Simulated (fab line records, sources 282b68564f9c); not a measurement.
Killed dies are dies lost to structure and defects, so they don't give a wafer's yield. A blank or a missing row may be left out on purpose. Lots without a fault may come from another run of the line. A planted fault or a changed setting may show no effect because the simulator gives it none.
Which tool did it? | flow rit_cmos | 7 lots, 21 wafers sampled, at 2 steps of a route of 202

WHAT THE GAUGES READ, wafer by wafer
RIT_GATE_THK_MEAS_09.
lot  | measured    | on            | GATE_POLY_THK (nm)
L181 | day 2 15:59 | film_metro-01 | 240.5 241.7 240.2
L185 | day 3 14:35 | film_metro-03 | 243.3 245.1 244.1
L188 | day 4 04:19 | film_metro-01 | 238.8 240.5 240.6
L191 | day 4 18:47 | film_metro-04 | 242.8 241.9 244.6
L193 | day 5 05:53 | film_metro-04 | 244.3 246.9 244.3
L198 | day 6 06:52 | film_metro-01 | 120.4 119.9 119.1
L203 | day 7 06:40 | film_metro-03 | 242.3 239.6 239.2

WHICH TOOL RAN EACH LOT (tool, then ch and the chambers of the sampled wafers, then the start)
lot  | RIT_GATE_CVD_08
L181 | lpcvd-01 ch 0, day 2 14:21
L185 | lpcvd-02 ch 1, day 3 12:09
L188 | lpcvd-01 ch 0, day 4 01:53
L191 | lpcvd-02 ch 0, day 4 16:22
L193 | lpcvd-02 ch 1, day 5 03:28
L198 | lpcvd-01 ch 0, day 6 05:14
L203 | lpcvd-02 ch 1, day 7 05:02
- RIT_GATE_CVD_08: deposits poly-Si from SiH4, target thk 250 nm, time 2157 s.

THE ANSWER, worked out from the rows above alone
Rule: what is usual is taken from the lots themselves. Put in order of their means at a reading, lots are off if they are a third of the lots or fewer, leave a main group of 4 or more, and stand apart from it by a gap of 3 or more times the standard deviation of the main group's means; of several such gaps the widest counts. A main group whose means are all the same, to the digits that the tables above print for the reading, isn't used. A lot without any number at a reading at which 4 lots or more have one is off too. The other lots that the step has rows for count as sound.
Off: L198, at RIT_GATE_THK_MEAS_09 (GATE_POLY_THK). The main group: mean 242.3 nm, standard deviation 2.
A tool fits if, at a process step before that reading, it ran every lot that is off, and no sound lot after the first of them. The gauges at RIT_GATE_THK_MEAS_09 are tried like those tools. Can't be told from this: 2 tools fit, lpcvd-01 at RIT_GATE_CVD_08, film_metro-01 at RIT_GATE_THK_MEAS_09.

WHAT THE SIMULATOR HAD PUT IN
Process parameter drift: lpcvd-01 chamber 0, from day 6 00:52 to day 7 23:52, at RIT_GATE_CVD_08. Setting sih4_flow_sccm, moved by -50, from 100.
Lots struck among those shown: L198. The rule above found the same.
